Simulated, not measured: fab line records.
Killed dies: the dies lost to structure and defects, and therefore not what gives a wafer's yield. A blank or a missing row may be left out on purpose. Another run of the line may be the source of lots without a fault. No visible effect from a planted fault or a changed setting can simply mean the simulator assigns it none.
fab line records -- flow berkeleyCmos170 -- part 1 of 2: steps 1 to 23 of 34
record lots=5, wafers=15, lastDay=11
route steps=331 shown CONTACT@227 M1@238 V1@254
lots untouched by any fault: they come from a run of this same line in which no faults occurred
startH: start of the lot's first displayed wafer, in hours after the record's first day -- waitH: how many hours have passed since the lot's step before this one -- " identical to the entry in the row above -- L1.1+2: one row covering several wafers at once -- - no value present, or no start provided -- * or withheld: withheld -- < > ~ a bound
route shown NAME@n: a module of which the file shows steps, and the number in the route of the first -- usual: average and standard deviation across the fault-free wafers -- same: alike in all rows -- chamber/n: place in a boat -- sites: per-site readings -- _std_site: their standard deviation -- _edge_site: mean of outer sites minus mean of inner sites -- radiusMm: for every site, how far away it sits from the centre of the wafer -- mask NAME#n: copy n -- behind: tool/chamber where the wafer was last shaped -- hold: reason for holding the lot/hours on hold/outcome of the hold -- device: transistor that didn't switch, given as n, p or np -- end of line: at the end of the route, the tests of the same wafers -- where a step has no rows: the recipe by itself -- killed: not the wafer's yield, but the dies lost to structure and defects at the first sort -- map: per-die view of a wafer (x killed, . not killed, _ where there is no die)
set.NAME: the setting as run; set.NAME@STEP: as run at that earlier step -- model.NAME: the simulator's own value behind a step, which no gauge read
lots at some steps of the route; a table a step, a row a wafer
services: the hour from which a tool's chamber was out of use, counted from the record's first day as startH (under 0 if before that day), plus the number of hours and why
## steps
# step UCB170_CONTACT_SOFTBAKE_11
# recipe resist=KrF, tempC=130, timeS=60
# usual exhaustPa=45.0/0.93
lot.wafer,tool,chamber,startH,waitH,exhaustPa
L075.1,lithoTrack-04,0,-,-,44.8
L075.3,lithoTrack-04,0,-,-,45.3
L075.6,lithoTrack-04,0,-,-,44.9
L079.1,lithoTrack-03,0,-,-,44.6
L079.3,lithoTrack-03,0,-,-,45.4
L079.4,lithoTrack-03,0,-,-,45.1
L081.2,lithoTrack-01,0,-,-,45.0
L081.3,lithoTrack-01,0,-,-,46.0
L081.4,lithoTrack-01,0,-,-,46.5
L090.1,lithoTrack-01,0,-,-,46.0
L090.2,lithoTrack-01,0,-,-,44.6
L090.3,lithoTrack-01,0,-,-,45.1
L097.1,lithoTrack-03,0,-,-,46.8
L097.2,lithoTrack-03,0,-,-,45.5
L097.4,lithoTrack-03,0,-,-,45.6
# step UCB170_CONTACT_EXPOSE_12
# recipe maskId=CONT, targetCdNm=700, na=0.5, sigmaOuter=0.6, sourceShape=conventional, doseMj=35
lot.wafer,tool,chamber,startH,waitH,mask
L075.1+3+6,krfScanner-02,0,163.49,-,CONT#0
L079.1+3+4,krfScanner-02,0,175.52,-,CONT#0
L081.2+3+4,krfScanner-02,0,182.49,-,CONT#0
L090.1+2+3,krfScanner-01,0,224.17,-,CONT#0
L097.1+2+4,krfScanner-02,0,249.34,-,CONT#0
# step UCB170_CONTACT_PEB_13
# recipe pebTempC=130, pebTimeS=withheld, resist=KrF
# usual exhaustPa=45.0/0.82
lot.wafer,tool,chamber,startH,waitH,exhaustPa
L075.1,lithoTrack-04,0,163.60,0.1,45.1
L075.3,lithoTrack-04,0,163.60,0.1,44.7
L075.6,lithoTrack-04,0,163.60,0.1,44.3
L079.1,lithoTrack-03,0,175.74,0.2,45.1
L079.3,lithoTrack-03,0,175.74,0.2,45.0
L079.4,lithoTrack-03,0,175.74,0.2,45.6
L081.2,lithoTrack-03,0,182.61,0.1,44.6
L081.3,lithoTrack-03,0,182.61,0.1,46.2
L081.4,lithoTrack-03,0,182.61,0.1,45.7
L090.1,lithoTrack-03,0,224.29,0.1,44.1
L090.2,lithoTrack-03,0,224.29,0.1,45.7
L090.3,lithoTrack-03,0,224.29,0.1,45.0
L097.1,lithoTrack-04,0,249.46,0.1,44.8
L097.2,lithoTrack-04,0,249.46,0.1,44.9
L097.4,lithoTrack-04,0,249.46,0.1,45.0
# step UCB170_CONTACT_DEVELOP_14
# recipe developer=TMAH, developTimeS=45, resist=KrF, devTempC=21
# usual exhaustPa=44.9/0.96
lot.wafer,tool,chamber,startH,waitH,exhaustPa
L075.1,lithoTrack-04,0,-,-,45.1
L075.3,lithoTrack-04,0,-,-,44.8
L075.6,lithoTrack-04,0,-,-,45.1
L079.1,lithoTrack-03,0,-,-,45.9
L079.3,lithoTrack-03,0,-,-,45.9
L079.4,lithoTrack-03,0,-,-,44.9
L081.2,lithoTrack-03,0,-,-,44.5
L081.3,lithoTrack-03,0,-,-,46.4
L081.4,lithoTrack-03,0,-,-,44.0
L090.1,lithoTrack-03,0,-,-,44.5
L090.2,lithoTrack-03,0,-,-,43.6
L090.3,lithoTrack-03,0,-,-,44.1
L097.1,lithoTrack-04,0,-,-,43.6
L097.2,lithoTrack-04,0,-,-,45.0
L097.4,lithoTrack-04,0,-,-,45.1
# step UCB170_CONTACT_CD_MEAS_15
# recipe targetCdNm=700
# usual cdNm=700.1/1.2
lot.wafer,tool,chamber,startH,waitH,cdNm
L075.1,cdSem-02,-,163.88,-,700.0
L075.3,cdSem-02,-,163.88,-,700.4
L075.6,cdSem-02,-,163.88,-,699.7
L079.1,cdSem-02,-,176.08,-,700.2
L079.3,cdSem-02,-,176.08,-,700.4
L079.4,cdSem-02,-,176.08,-,700.3
L081.2,cdSem-02,-,182.88,-,698.2
L081.3,cdSem-02,-,182.88,-,699.8
L081.4,cdSem-02,-,182.88,-,700.4
L090.1,cdSem-02,-,224.56,-,699.9
L090.2,cdSem-02,-,224.56,-,700.5
L090.3,cdSem-02,-,224.56,-,699.1
L097.1,cdSem-01,-,249.74,-,699.8
L097.2,cdSem-01,-,249.74,-,700.7
L097.4,cdSem-01,-,249.74,-,700.7
# step UCB170_CONTACT_OVL_MEAS_16
# usual CONTACT_OVL=-1/5.9
lot.wafer,tool,chamber,startH,waitH,CONTACT_OVL[nm]
L075.1,overlay-02,-,164.00,0.1,1
L075.3,overlay-02,-,164.00,0.1,3
L075.6,overlay-02,-,164.00,0.1,-9
L079.1,overlay-01,-,176.20,0.1,-7
L079.3,overlay-01,-,176.20,0.1,-5
L079.4,overlay-01,-,176.20,0.1,-6
L081.2,overlay-02,-,186.64,3.7,-5
L081.3,overlay-02,-,186.64,3.7,-2
L081.4,overlay-02,-,186.64,3.7,-4
L090.1,overlay-02,-,224.68,0.1,-1
L090.2,overlay-02,-,224.68,0.1,-2
L090.3,overlay-02,-,224.68,0.1,0
L097.1,overlay-01,-,249.86,0.1,-5
L097.2,overlay-01,-,249.86,0.1,2
L097.4,overlay-01,-,249.86,0.1,-6
# step UCB170_CONTACT_ETCH_17
# recipe chemistry=N2/H2, targetDepthA=withheld, overetchA=withheld, target=BARC, timeS=withheld, sourceW=500, biasW=100, pressureMtorr=30, n2FlowSccm=100, h2FlowSccm=200
# usual drypumpMotorCurrentA=5.8/0.4, oesProductAu=0.995/0.023, rfFwdPowerW=494.7/2.1, throttleValvePct=13.32/0.15
lot.wafer,tool,chamber,startH,waitH,drypumpMotorCurrentA,oesProductAu,rfFwdPowerW,throttleValvePct
L075.1,rieDiel-02,2,164.03,0.0,5.6,1.004,496.8,13.62
L075.3,rieDiel-02,3,164.03,0.0,5.6,0.999,495.4,13.41
L075.6,rieDiel-02,2,164.03,0.0,5.6,1.011,495.1,13.62
L079.1,rieDiel-02,3,176.23,0.0,5.5,0.981,496.2,13.39
L079.3,rieDiel-02,2,176.23,0.0,5.7,1.005,497.5,13.62
L079.4,rieDiel-02,3,176.23,0.0,5.5,0.983,493.5,13.39
L081.2,rieDiel-04,1,186.67,0.0,6.0,0.974,493.7,13.37
L081.3,rieDiel-04,2,186.67,0.0,5.8,0.991,495.5,13.46
L081.4,rieDiel-04,0,186.67,0.0,5.1,0.976,494.6,13.16
L090.1,rieDiel-02,0,224.72,0.0,6.6,0.962,495.7,13.28
L090.2,rieDiel-02,3,224.72,0.0,5.6,0.990,498.8,13.40
L090.3,rieDiel-02,2,224.72,0.0,5.6,1.007,492.4,13.64
L097.1,rieDiel-03,3,249.89,0.0,6.3,1.017,495.8,13.32
L097.2,rieDiel-03,2,249.89,0.0,5.7,0.969,493.6,13.16
L097.4,rieDiel-03,0,249.89,0.0,5.9,1.031,493.1,13.34
# step UCB170_CONTACT_ETCH_18
# recipe chemistry=CHF3/CF4/Ar, target=PSG, stopOn=TiSi2, CHF3_flow_sccm=45, cf4FlowSccm=15, Ar_flow_sccm=150, pressureMtorr=200, rfW=700, targetDepthA=8400, overEtchFrac=0.2, timeS=195
# usual drypumpMotorCurrentA=5.8/0.4, oesProductAu=0.890/0.019, rfFwdPowerW=697.7/2.2, throttleValvePct=6.95/0.1
lot.wafer,tool,chamber,startH,waitH,drypumpMotorCurrentA,oesProductAu,rfFwdPowerW,rfHoursCounterH,throttleValvePct
L075.1,rieDiel-02,2,-,-,5.6,0.890,699.2,29,7.14
L075.3,rieDiel-02,3,-,-,5.5,0.904,696.0,44,6.91
L075.6,rieDiel-02,2,-,-,5.6,0.887,697.5,-,7.13
L079.1,rieDiel-02,3,-,-,5.5,0.898,698.5,45,6.91
L079.3,rieDiel-02,2,-,-,5.6,0.867,695.2,30,7.13
L079.4,rieDiel-02,3,-,-,5.5,0.896,699.6,-,6.93
L081.2,rieDiel-04,1,-,-,6.0,0.873,697.6,66,6.92
L081.3,rieDiel-04,2,-,-,5.8,0.869,701.3,46,7.01
L081.4,rieDiel-04,0,-,-,5.1,0.860,695.6,26,6.90
L090.1,rieDiel-02,0,-,-,6.6,0.881,695.4,12,6.93
L090.2,rieDiel-02,3,-,-,5.5,0.898,699.8,47,6.92
L090.3,rieDiel-02,2,-,-,5.6,0.878,695.8,32,7.11
L097.1,rieDiel-03,3,-,-,6.2,0.916,698.5,22,6.97
L097.2,rieDiel-03,2,-,-,5.7,0.869,695.4,22,6.82
L097.4,rieDiel-03,0,-,-,6.0,0.912,693.6,113,6.95
# step UCB170_CONTACT_STRIP_19
# recipe chemistry=O2, powerW=400, pressureMtorr=3500, platenTempC=withheld, o2FlowSccm=400, overashFraction=0.5
# usual drypumpMotorCurrentA=5.9/0.5, oesProductAu=0.726/0.0044
lot.wafer,tool,chamber,startH,waitH,drypumpMotorCurrentA,oesProductAu,rfHoursCounterH
L075.1,plasmaAsher-02,1,164.20,-,6.3,0.716,47
L075.3,plasmaAsher-02,0,164.20,-,5.9,0.723,-
L075.6,plasmaAsher-02,0,164.20,-,5.8,0.727,-
L079.1,plasmaAsher-01,1,176.40,-,5.6,0.731,37
L079.3,plasmaAsher-01,1,176.40,-,5.6,0.722,-
L079.4,plasmaAsher-01,0,176.40,-,6.5,0.723,-
L081.2,plasmaAsher-03,0,186.83,-,5.2,0.724,51
L081.3,plasmaAsher-03,0,186.83,-,5.2,0.730,-
L081.4,plasmaAsher-03,1,186.83,-,5.0,0.727,-
L090.1,plasmaAsher-01,1,224.89,-,5.6,0.721,43
L090.2,plasmaAsher-01,0,224.89,-,6.6,0.729,43
L090.3,plasmaAsher-01,0,224.89,-,6.5,0.717,-
L097.1,plasmaAsher-02,0,250.06,-,5.8,0.714,58
L097.2,plasmaAsher-02,1,250.06,-,6.3,0.723,58
L097.4,plasmaAsher-02,0,250.06,-,5.8,0.728,-
# step UCB170_CONTACT_CD_MEAS_90
# recipe targetCdNm=700
# usual cdNm=700.3/1.4
lot.wafer,tool,chamber,startH,waitH,cdNm
L075.1,cdSem-02,-,164.30,0.1,699.9
L075.3,cdSem-02,-,164.30,0.1,699.7
L075.6,cdSem-02,-,164.30,0.1,699.1
L079.1,cdSem-01,-,176.50,0.1,700.5
L079.3,cdSem-01,-,176.50,0.1,701.3
L079.4,cdSem-01,-,176.50,0.1,700.9
L081.2,cdSem-02,-,187.02,0.2,698.3
L081.3,cdSem-02,-,187.02,0.2,700.0
L081.4,cdSem-02,-,187.02,0.2,698.9
L090.1,cdSem-01,-,224.99,0.1,700.4
L090.2,cdSem-01,-,224.99,0.1,700.8
L090.3,cdSem-01,-,224.99,0.1,699.3
L097.1,cdSem-01,-,250.16,0.1,700.4
L097.2,cdSem-01,-,250.16,0.1,699.6
L097.4,cdSem-01,-,250.16,0.1,701.6
# step UCB170_CONTACT_CLEAN_20
# recipe chemistry=SPM, tempC=120, timeS=600
# usual bathGuardTempC=120.1/0.5
lot.wafer,tool,chamber,startH,waitH,bathGuardTempC
L075.1,wetBench-03,2,164.42,0.1,119.8
L075.3,wetBench-03,2,164.42,0.1,119.8
L075.6,wetBench-03,2,164.42,0.1,120.1
L079.1,wetBench-03,2,176.62,0.1,119.6
L079.3,wetBench-03,2,176.62,0.1,119.7
L079.4,wetBench-03,2,176.62,0.1,120.2
L081.2,wetBench-02,2,187.17,0.1,120.1
L081.3,wetBench-02,2,187.17,0.1,120.3
L081.4,wetBench-02,2,187.17,0.1,120.3
L090.1,wetBench-03,2,225.11,0.1,119.8
L090.2,wetBench-03,2,225.11,0.1,119.8
L090.3,wetBench-03,2,225.11,0.1,120.0
L097.1,wetBench-02,2,250.28,0.1,120.3
L097.2,wetBench-02,2,250.28,0.1,119.9
L097.4,wetBench-02,2,250.28,0.1,120.2
# step UCB170_M1_SPUTTER_00
# recipe material=Al, targetThkNm=600, timeS=80, powerW=6000, chamberPressurePa=0.5
# usual cathodeDcPowerW=5999.9/1.1, throttleValvePct=30.0/1.5
lot.wafer,tool,chamber,startH,waitH,cathodeDcPowerW,throttleValvePct
L075.1,pvdSputter-03,-,164.60,0.0,5999.9,28.6
L075.3,pvdSputter-03,-,164.60,0.0,5998.0,30.4
L075.6,pvdSputter-03,-,164.60,0.0,5997.6,29.9
L079.1,pvdSputter-04,-,176.80,0.0,5999.9,32.4
L079.3,pvdSputter-04,-,176.80,0.0,5999.3,32.8
L079.4,pvdSputter-04,-,176.80,0.0,6000.1,27.4
L081.2,pvdSputter-04,-,187.36,0.0,6000.9,32.2
L081.3,pvdSputter-04,-,187.36,0.0,5999.6,32.8
L081.4,pvdSputter-04,-,187.36,0.0,5999.7,30.5
L090.1,pvdSputter-01,-,225.28,0.0,5999.2,31.8
L090.2,pvdSputter-01,-,225.28,0.0,5999.9,30.5
L090.3,pvdSputter-01,-,225.28,0.0,5999.7,29.4
L097.1,pvdSputter-03,-,250.45,0.0,6000.0,30.3
L097.2,pvdSputter-03,-,250.45,0.0,5998.2,29.8
L097.4,pvdSputter-03,-,250.45,0.0,5999.5,29.5
# step UCB170_M1_RS_MEAS_01
# recipe thkMeasGauge=four-point-probe, reads=Al_of_M1_SPUTTER_00
# usual M1_AL_RS=0.0485/0.0007
lot.wafer,tool,chamber,startH,waitH,M1_AL_RS[ohm/sq]
L075.1,filmMetro-01,-,164.66,0.0,0.0483
L075.3,filmMetro-01,-,164.66,0.0,0.0487
L075.6,filmMetro-01,-,164.66,0.0,0.0482
L079.1,filmMetro-02,-,176.86,0.0,0.0493
L079.3,filmMetro-02,-,176.86,0.0,0.0488
L079.4,filmMetro-02,-,176.86,0.0,0.0492
L081.2,filmMetro-03,-,187.44,0.1,0.0487
L081.3,filmMetro-03,-,187.44,0.1,0.0488
L081.4,filmMetro-03,-,187.44,0.1,0.0496
L090.1,filmMetro-03,-,225.34,0.0,0.0480
L090.2,filmMetro-03,-,225.34,0.0,0.0485
L090.3,filmMetro-03,-,225.34,0.0,0.0480
L097.1,filmMetro-03,-,250.51,0.0,0.0482
L097.2,filmMetro-03,-,250.51,0.0,0.0489
L097.4,filmMetro-03,-,250.51,0.0,0.0476
# step UCB170_M1_THK_MEAS_02
# recipe thkMeasGauge=xrf, reads=Al_of_M1_SPUTTER_00
# usual M1_AL_THK=620/9.1
lot.wafer,tool,chamber,startH,waitH,M1_AL_THK[nm]
L075.1,filmMetro-01,-,164.78,0.1,625
L075.3,filmMetro-01,-,164.78,0.1,617
L075.6,filmMetro-01,-,164.78,0.1,622
L079.1,filmMetro-02,-,176.98,0.1,608
L079.3,filmMetro-02,-,176.98,0.1,614
L079.4,filmMetro-02,-,176.98,0.1,609
L081.2,filmMetro-03,-,187.55,0.1,614
L081.3,filmMetro-03,-,187.55,0.1,616
L081.4,filmMetro-03,-,187.55,0.1,608
L090.1,filmMetro-03,-,225.46,0.1,629
L090.2,filmMetro-03,-,225.46,0.1,618
L090.3,filmMetro-03,-,225.46,0.1,629
L097.1,filmMetro-03,-,250.63,0.1,624
L097.2,filmMetro-03,-,250.63,0.1,617
L097.4,filmMetro-03,-,250.63,0.1,633
# step UCB170_M1_COAT_03
# recipe resist=BARC, tempC=withheld, timeS=withheld, spinRpm=3000, resistThkNm=withheld
# usual dispensePressureKPa=52.9/1.7, exhaustPa=44.8/1.1
lot.wafer,tool,chamber,startH,waitH,dispensePressureKPa,exhaustPa
L075.1,lithoTrack-02,0,165.07,0.3,50.6,45.6
L075.3,lithoTrack-02,0,165.07,0.3,50.5,46.3
L075.6,lithoTrack-02,0,165.07,0.3,50.6,44.7
L079.1,lithoTrack-03,0,177.51,0.5,52.9,45.5
L079.3,lithoTrack-03,0,177.51,0.5,52.9,45.3
L079.4,lithoTrack-03,0,177.51,0.5,52.9,44.1
L081.2,lithoTrack-04,0,188.10,0.5,54.6,45.8
L081.3,lithoTrack-04,0,188.10,0.5,54.6,45.3
L081.4,lithoTrack-04,0,188.10,0.5,54.7,45.4
L090.1,lithoTrack-03,0,225.52,0.1,52.9,46.5
L090.2,lithoTrack-03,0,225.52,0.1,52.9,45.0
L090.3,lithoTrack-03,0,225.52,0.1,52.9,46.4
L097.1,lithoTrack-04,0,250.69,0.1,54.6,45.5
L097.2,lithoTrack-04,0,250.69,0.1,54.6,46.3
L097.4,lithoTrack-04,0,250.69,0.1,54.6,44.7
# step UCB170_M1_COAT_04
# recipe resist=KrF, spinRpm=1500, resistThkNm=900
# usual dispensePressureKPa=52.9/1.7, exhaustPa=44.9/0.96
lot.wafer,tool,chamber,startH,waitH,dispensePressureKPa,exhaustPa
L075.1,lithoTrack-02,0,-,-,50.6,43.9
L075.3,lithoTrack-02,0,-,-,50.5,44.4
L075.6,lithoTrack-02,0,-,-,50.6,45.2
L079.1,lithoTrack-03,0,-,-,52.9,42.8
L079.3,lithoTrack-03,0,-,-,52.9,44.1
L079.4,lithoTrack-03,0,-,-,52.9,43.2
L081.2,lithoTrack-04,0,-,-,54.7,45.9
L081.3,lithoTrack-04,0,-,-,54.6,44.7
L081.4,lithoTrack-04,0,-,-,54.7,44.8
L090.1,lithoTrack-03,0,-,-,52.9,45.4
L090.2,lithoTrack-03,0,-,-,52.9,44.2
L090.3,lithoTrack-03,0,-,-,52.9,45.8
L097.1,lithoTrack-04,0,-,-,54.6,46.7
L097.2,lithoTrack-04,0,-,-,54.7,44.9
L097.4,lithoTrack-04,0,-,-,54.6,44.2
# step UCB170_M1_SOFTBAKE_05
# recipe resist=KrF, tempC=130, timeS=60
# usual exhaustPa=45.0/0.82
lot.wafer,tool,chamber,startH,waitH,exhaustPa
L075.1,lithoTrack-02,0,-,-,46.4
L075.3,lithoTrack-02,0,-,-,45.4
L075.6,lithoTrack-02,0,-,-,45.6
L079.1,lithoTrack-03,0,-,-,44.1
L079.3,lithoTrack-03,0,-,-,44.3
L079.4,lithoTrack-03,0,-,-,45.4
L081.2,lithoTrack-04,0,-,-,45.4
L081.3,lithoTrack-04,0,-,-,46.7
L081.4,lithoTrack-04,0,-,-,46.6
L090.1,lithoTrack-03,0,-,-,45.6
L090.2,lithoTrack-03,0,-,-,45.7
L090.3,lithoTrack-03,0,-,-,45.2
L097.1,lithoTrack-04,0,-,-,45.5
L097.2,lithoTrack-04,0,-,-,45.9
L097.4,lithoTrack-04,0,-,-,44.0
# step UCB170_M1_EXPOSE_06
# recipe maskId=METAL1, targetCdNm=700, na=0.5, sigmaOuter=0.6, sourceShape=conventional, doseMj=21
lot.wafer,tool,chamber,startH,waitH,mask
L075.1+3+6,krfScanner-02,0,165.64,-,METAL1#0
L079.1+3+4,krfScanner-02,0,177.96,-,METAL1#0
L081.2+3+4,krfScanner-02,0,188.66,-,METAL1#0
L090.1+2+3,krfScanner-01,0,225.97,-,METAL1#0
L097.1+2+4,krfScanner-02,0,251.14,-,METAL1#0
# step UCB170_M1_PEB_07
# recipe pebTempC=130, pebTimeS=withheld, resist=KrF
# usual exhaustPa=45.0/1
lot.wafer,tool,chamber,startH,waitH,exhaustPa
L075.1,lithoTrack-02,0,165.97,0.3,45.8
L075.3,lithoTrack-02,0,165.97,0.3,45.3
L075.6,lithoTrack-02,0,165.97,0.3,45.4
L079.1,lithoTrack-02,0,178.08,0.1,42.5
L079.3,lithoTrack-02,0,178.08,0.1,43.5
L079.4,lithoTrack-02,0,178.08,0.1,43.5
L081.2,lithoTrack-04,0,188.82,0.1,46.4
L081.3,lithoTrack-04,0,188.82,0.1,46.1
L081.4,lithoTrack-04,0,188.82,0.1,45.3
L090.1,lithoTrack-02,0,226.09,0.1,45.1
L090.2,lithoTrack-02,0,226.09,0.1,45.8
L090.3,lithoTrack-02,0,226.09,0.1,46.0
L097.1,lithoTrack-02,0,251.26,0.1,45.4
L097.2,lithoTrack-02,0,251.26,0.1,46.3
L097.4,lithoTrack-02,0,251.26,0.1,44.9
# step UCB170_M1_DEVELOP_08
# recipe developer=TMAH, developTimeS=45, resist=KrF, devTempC=21
# usual exhaustPa=45.1/0.83
lot.wafer,tool,chamber,startH,waitH,exhaustPa
L075.1,lithoTrack-02,0,-,-,46.1
L075.3,lithoTrack-02,0,-,-,45.1
L075.6,lithoTrack-02,0,-,-,45.4
L079.1,lithoTrack-02,0,-,-,44.8
L079.3,lithoTrack-02,0,-,-,45.4
L079.4,lithoTrack-02,0,-,-,44.8
L081.2,lithoTrack-04,0,-,-,45.3
L081.3,lithoTrack-04,0,-,-,45.4
L081.4,lithoTrack-04,0,-,-,44.5
L090.1,lithoTrack-02,0,-,-,45.3
L090.2,lithoTrack-02,0,-,-,45.4
L090.3,lithoTrack-02,0,-,-,45.6
L097.1,lithoTrack-02,0,-,-,44.5
L097.2,lithoTrack-02,0,-,-,46.1
L097.4,lithoTrack-02,0,-,-,44.2
# step UCB170_M1_CD_MEAS_09
# recipe targetCdNm=700
# usual cdNm=699.8/1.4
lot.wafer,tool,chamber,startH,waitH,cdNm
L075.1,cdSem-01,-,166.24,-,700.9
L075.3,cdSem-01,-,166.24,-,700.2
L075.6,cdSem-01,-,166.24,-,700.9
L079.1,cdSem-02,-,178.35,-,698.0
L079.3,cdSem-02,-,178.35,-,701.2
L079.4,cdSem-02,-,178.35,-,699.0
L081.2,cdSem-02,-,189.09,-,700.2
L081.3,cdSem-02,-,189.09,-,699.9
L081.4,cdSem-02,-,189.09,-,699.9
L090.1,cdSem-01,-,226.37,-,697.0
L090.2,cdSem-01,-,226.37,-,696.3
L090.3,cdSem-01,-,226.37,-,696.8
L097.1,cdSem-01,-,251.54,-,701.2
L097.2,cdSem-01,-,251.54,-,701.3
L097.4,cdSem-01,-,251.54,-,701.6
# step UCB170_M1_OVL_MEAS_10
# usual M1_OVL=2/6.5
lot.wafer,tool,chamber,startH,waitH,M1_OVL[nm]
L075.1,overlay-01,-,166.36,0.1,0
L075.3,overlay-01,-,166.36,0.1,5
L075.6,overlay-01,-,166.36,0.1,6
L079.1,overlay-02,-,186.31,7.9,-6
L079.3,overlay-02,-,186.31,7.9,1
L079.4,overlay-02,-,186.31,7.9,-2
L081.2,overlay-02,-,189.20,0.1,5
L081.3,overlay-02,-,189.20,0.1,8
L081.4,overlay-02,-,189.20,0.1,6
L090.1,overlay-02,-,226.49,0.1,1
L090.2,overlay-02,-,226.49,0.1,5
L090.3,overlay-02,-,226.49,0.1,3
L097.1,overlay-01,-,251.66,0.1,0
L097.2,overlay-01,-,251.66,0.1,-3
L097.4,overlay-01,-,251.66,0.1,-1
# step UCB170_M1_ETCH_11
# recipe chemistry=N2/H2, targetDepthA=withheld, overetchA=withheld, target=BARC, timeS=withheld, sourceW=500, biasW=100, pressureMtorr=30, n2FlowSccm=100, h2FlowSccm=200
# usual drypumpMotorCurrentA=5.6/0.45, oesProductAu=0.990/0.017, rfFwdPowerW=494.9/1.9, throttleValvePct=13.35/0.25
lot.wafer,tool,chamber,startH,waitH,drypumpMotorCurrentA,oesProductAu,rfFwdPowerW,throttleValvePct
L075.1,rieDiel-01,2,166.40,0.0,5.9,1.006,494.4,13.41
L075.3,rieDiel-01,3,166.40,0.0,5.1,1.016,493.8,13.87
L075.6,rieDiel-01,0,166.40,0.0,5.1,0.996,495.8,13.54
L079.1,rieDiel-04,2,186.34,0.0,5.8,0.983,494.1,13.46
L079.3,rieDiel-04,1,186.34,0.0,6.0,0.982,492.8,13.40
L079.4,rieDiel-04,3,186.34,0.0,5.1,1.007,496.4,13.01
L081.2,rieDiel-01,0,189.23,0.0,5.1,0.998,494.2,13.56
L081.3,rieDiel-01,3,189.23,0.0,5.1,1.012,493.5,13.86
L081.4,rieDiel-01,2,189.23,0.0,5.9,1.004,493.1,13.41
L090.1,rieDiel-04,0,226.52,0.0,5.1,0.969,495.8,13.17
L090.2,rieDiel-04,3,226.52,0.0,5.1,1.009,495.6,13.00
L090.3,rieDiel-04,2,226.52,0.0,5.8,0.986,494.5,13.46
L097.1,rieDiel-04,2,251.69,0.0,5.8,0.985,493.8,13.47
L097.2,rieDiel-04,0,251.69,0.0,5.1,0.975,497.1,13.15
L097.4,rieDiel-04,1,251.69,0.0,6.0,0.963,496.2,13.38
